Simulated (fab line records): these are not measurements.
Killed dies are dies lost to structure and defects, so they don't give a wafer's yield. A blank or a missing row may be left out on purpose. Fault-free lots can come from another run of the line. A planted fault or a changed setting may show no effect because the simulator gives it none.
Problem report, 8D (eight disciplines) form, completed by code    flow berkeley cmos170    the parts of the form that need people (team, actions taken, sign-off) are left out

== 1. THE ISSUE ==
heater power total W at UCB170_M3_SOFTBAKE_06 reads a mean of 54.89 W on 6 wafers of 2 lots; wafers without a fault read 56.80 W with a standard deviation of 0.044. That puts it -43 standard deviations away from the usual mean.
The step: time 60 s.
The first sign was on wafer L350.1 at day 9 19:59, on litho track-02. At this step, 42 wafers from 14 lots have a number in the record. The rule behind "out" and "out of limits": a value lying over 4 standard deviations away from the usual mean. The rest of the wafers with a number are treated as sound.

== 2. WHAT IT IS; WHAT IT IS NOT ==
question                     is                                  is not
which readings at this step  heater power total W, plate temp C  -
which lots                   L350, L355                          L347, L348, L351, L352, L353, L354, L356, L358, L362, L366, L368, L369
which wafers of those lots   all that have a number              -
read on which tools          litho track-02                      litho track-01, litho track-03
when                         from day 9 19:59                    up to then (15 sound wafers); but 21 sound wafers of L354, L356, L358, L362, L366, L368, L369 came after

== 3. SUSPECTS, AND WHAT RULES EACH OUT ==
Counting: a tool at any process step up to the reading remains a suspect when it ran all the lots that are out and ran no sound lot after the first of those.
- litho track-02 at UCB170_M3_SOFTBAKE_06 (time 60 s): kept. It ran every lot that is out, first L350 (day 9 19:59), and no sound lot after that; its last sound lot up to then is L353 (day 9 19:05). Its own heater power total W, plate temp C readings are out on those wafers.
After counting, what remains is litho track-02 at UCB170_M3_SOFTBAKE_06.

== 4. THE CAUSE (what the simulator had put in) ==
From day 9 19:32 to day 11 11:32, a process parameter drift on litho track-02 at UCB170_M3_SOFTBAKE_06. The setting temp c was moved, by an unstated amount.
The count eliminated every tool but this one.

== 5. THE EFFECT CHAIN, in route order ==
One row per reading whose mean, taken over the struck wafers that have a number, lies over 3 standard deviations from the usual. Scope: only readings with a usual standard deviation given in the record; hours: median across lots of the time from each lot's start at the first step in this table that gives one to its start at this step; sigmas: change in usual standard deviations.
hours  step                   reading               usual     on struck wafers  change  sigmas
0      UCB170_M3_SOFTBAKE_06  heater power total W  56.80 W   54.89             -1.91   -43
0      UCB170_M3_SOFTBAKE_06  plate temp C          130.03 C  126.73            -3.30   -25
It contains these process steps:
- UCB170_M3_SOFTBAKE_06: time 60 s.

== 6. HOW IT WOULD HAVE BEEN CAUGHT EARLIER ==
First out-of-limits reading in this record: day 9 19:59, which is 0 hours after fault onset at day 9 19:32.
